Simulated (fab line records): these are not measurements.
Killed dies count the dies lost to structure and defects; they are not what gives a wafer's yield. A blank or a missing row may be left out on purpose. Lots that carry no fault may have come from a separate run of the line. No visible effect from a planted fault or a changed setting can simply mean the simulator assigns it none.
Tool commonality check || flow rit cmos || 13 lots and 39 wafers in the sample

REASON IT WAS OPENED
Of 13 lots, 1 have the reading PLDD_TW flagged at RIT_PLDD_TW_MEAS_10. Fault-free wafers read 2366, with a standard deviation of 25.
Rule: a lot is flagged in two cases, either no wafer of it has a number, or all its wafers with numbers fall more than 4 standard deviations from that mean. All remaining lots are regarded as sound.

{"lot": "L266", "measured": "day 3 07:32", "on": "film metro-02", "PLDD_TW, wafer by wafer": "2350 2359 2363", "flag": ""}
{"lot": "L267", "measured": "day 3 09:55", "on": "film metro-03", "PLDD_TW, wafer by wafer": "2402 2405 2406", "flag": ""}
{"lot": "L269", "measured": "day 3 20:54", "on": "film metro-02", "PLDD_TW, wafer by wafer": "2364 2359 2354", "flag": ""}
{"lot": "L270", "measured": "day 4 06:07", "on": "film metro-03", "PLDD_TW, wafer by wafer": "2376 2387 2404", "flag": ""}
{"lot": "L271", "measured": "day 4 08:13", "on": "film metro-01", "PLDD_TW, wafer by wafer": "2359 2361 2355", "flag": ""}
{"lot": "L273", "measured": "day 4 18:55", "on": "film metro-02", "PLDD_TW, wafer by wafer": "2364 2369 2368", "flag": ""}
{"lot": "L274", "measured": "day 4 23:17", "on": "film metro-03", "PLDD_TW, wafer by wafer": "2407 2402 2408", "flag": ""}
{"lot": "L276", "measured": "day 5 10:02", "on": "film metro-02", "PLDD_TW, wafer by wafer": "30 30 30", "flag": "FLAGGED"}
{"lot": "L283", "measured": "day 7 14:27", "on": "film metro-01", "PLDD_TW, wafer by wafer": "2338 2338 2331", "flag": ""}
{"lot": "L284", "measured": "day 7 21:53", "on": "film metro-01", "PLDD_TW, wafer by wafer": "2350 2333 2340", "flag": ""}
{"lot": "L285", "measured": "day 7 22:01", "on": "film metro-02", "PLDD_TW, wafer by wafer": "2358 2350 2342", "flag": ""}
{"lot": "L286", "measured": "day 8 02:32", "on": "film metro-03", "PLDD_TW, wafer by wafer": "2400 2420 2417", "flag": ""}
{"lot": "L287", "measured": "day 8 11:56", "on": "film metro-03", "PLDD_TW, wafer by wafer": "2410 2399 2414", "flag": ""}
Average over the flagged lots: 30; offset from the usual -2336, equal to -93 standard deviations.

TOOL THAT RAN EACH LOT
The record holds 1 process step before the reading, out of a route of 202 steps. In each cell: the tool, then ch and the chambers that the sampled wafers went through, then the start.
{"lot": "L266", "flag": "", "RIT_PLDD_EXPOSE_03": "iline stepper-02 ch 0, day 3 06:30"}
{"lot": "L267", "flag": "", "RIT_PLDD_EXPOSE_03": "iline stepper-01 ch 0, day 3 09:01"}
{"lot": "L269", "flag": "", "RIT_PLDD_EXPOSE_03": "iline stepper-02 ch 0, day 3 19:59"}
{"lot": "L270", "flag": "", "RIT_PLDD_EXPOSE_03": "iline stepper-02 ch 0, day 4 05:07"}
{"lot": "L271", "flag": "", "RIT_PLDD_EXPOSE_03": "iline stepper-01 ch 0, day 4 07:20"}
{"lot": "L273", "flag": "", "RIT_PLDD_EXPOSE_03": "iline stepper-02 ch 0, day 4 18:01"}
{"lot": "L274", "flag": "", "RIT_PLDD_EXPOSE_03": "iline stepper-01 ch 0, day 4 22:23"}
{"lot": "L276", "flag": "FLAGGED", "RIT_PLDD_EXPOSE_03": "iline stepper-01 ch 0, day 5 09:08"}
{"lot": "L283", "flag": "", "RIT_PLDD_EXPOSE_03": "iline stepper-01 ch 0, day 7 13:20"}
{"lot": "L284", "flag": "", "RIT_PLDD_EXPOSE_03": "iline stepper-01 ch 0, day 7 20:58"}
{"lot": "L285", "flag": "", "RIT_PLDD_EXPOSE_03": "iline stepper-01 ch 0, day 7 21:07"}
{"lot": "L286", "flag": "", "RIT_PLDD_EXPOSE_03": "iline stepper-01 ch 0, day 8 01:38"}
{"lot": "L287", "flag": "", "RIT_PLDD_EXPOSE_03": "iline stepper-01 ch 0, day 8 10:49"}
What is done by these steps:
- RIT_PLDD_EXPOSE_03: exposes mask M8, target cd 40900 nm.
- RIT_PLDD_TW_MEAS_10

FLAGGED AGAINST TOTAL, ONE TOOL AT A TIME (gauges that did the reading follow at the end)
{"step": "RIT_PLDD_EXPOSE_03", "tool": "iline stepper-01", "lots run": 9, "flagged": 1, "share of the flagged lots": "all", "sound lots run after its first flagged lot": "5 (L283,L284,L285,L286,L287)"}
{"step": "RIT_PLDD_EXPOSE_03", "tool": "iline stepper-02", "lots run": 4, "flagged": 0, "share of the flagged lots": "none", "sound lots run after its first flagged lot": "-"}
{"step": "RIT_PLDD_TW_MEAS_10", "tool": "film metro-01", "lots run": 3, "flagged": 0, "share of the flagged lots": "none", "sound lots run after its first flagged lot": "-"}
{"step": "RIT_PLDD_TW_MEAS_10", "tool": "film metro-02", "lots run": 5, "flagged": 1, "share of the flagged lots": "all", "sound lots run after its first flagged lot": "1 (L285)"}
{"step": "RIT_PLDD_TW_MEAS_10", "tool": "film metro-03", "lots run": 5, "flagged": 0, "share of the flagged lots": "none", "sound lots run after its first flagged lot": "-"}

WHAT THE TABLE PERMITS
Table rows that saw every flagged lot: 2, namely iline stepper-01 at RIT_PLDD_EXPOSE_03 and film metro-02 at RIT_PLDD_TW_MEAS_10.
- iline stepper-01 at RIT_PLDD_EXPOSE_03: 1 of its 9 lots flagged. Sound lots followed the first flagged one (L283, L284, L285, L286, L287) on it, something a lasting fault affecting the whole tool could not allow.
- film metro-02 at RIT_PLDD_TW_MEAS_10: 1 of its 5 lots flagged. Sound lots followed the first flagged one (L285) on it, something a lasting fault affecting the whole tool could not allow.
Every row of the table either missed a flagged lot or ran a sound lot after the first.

WHAT HAD BEEN PUT IN BY THE SIMULATOR
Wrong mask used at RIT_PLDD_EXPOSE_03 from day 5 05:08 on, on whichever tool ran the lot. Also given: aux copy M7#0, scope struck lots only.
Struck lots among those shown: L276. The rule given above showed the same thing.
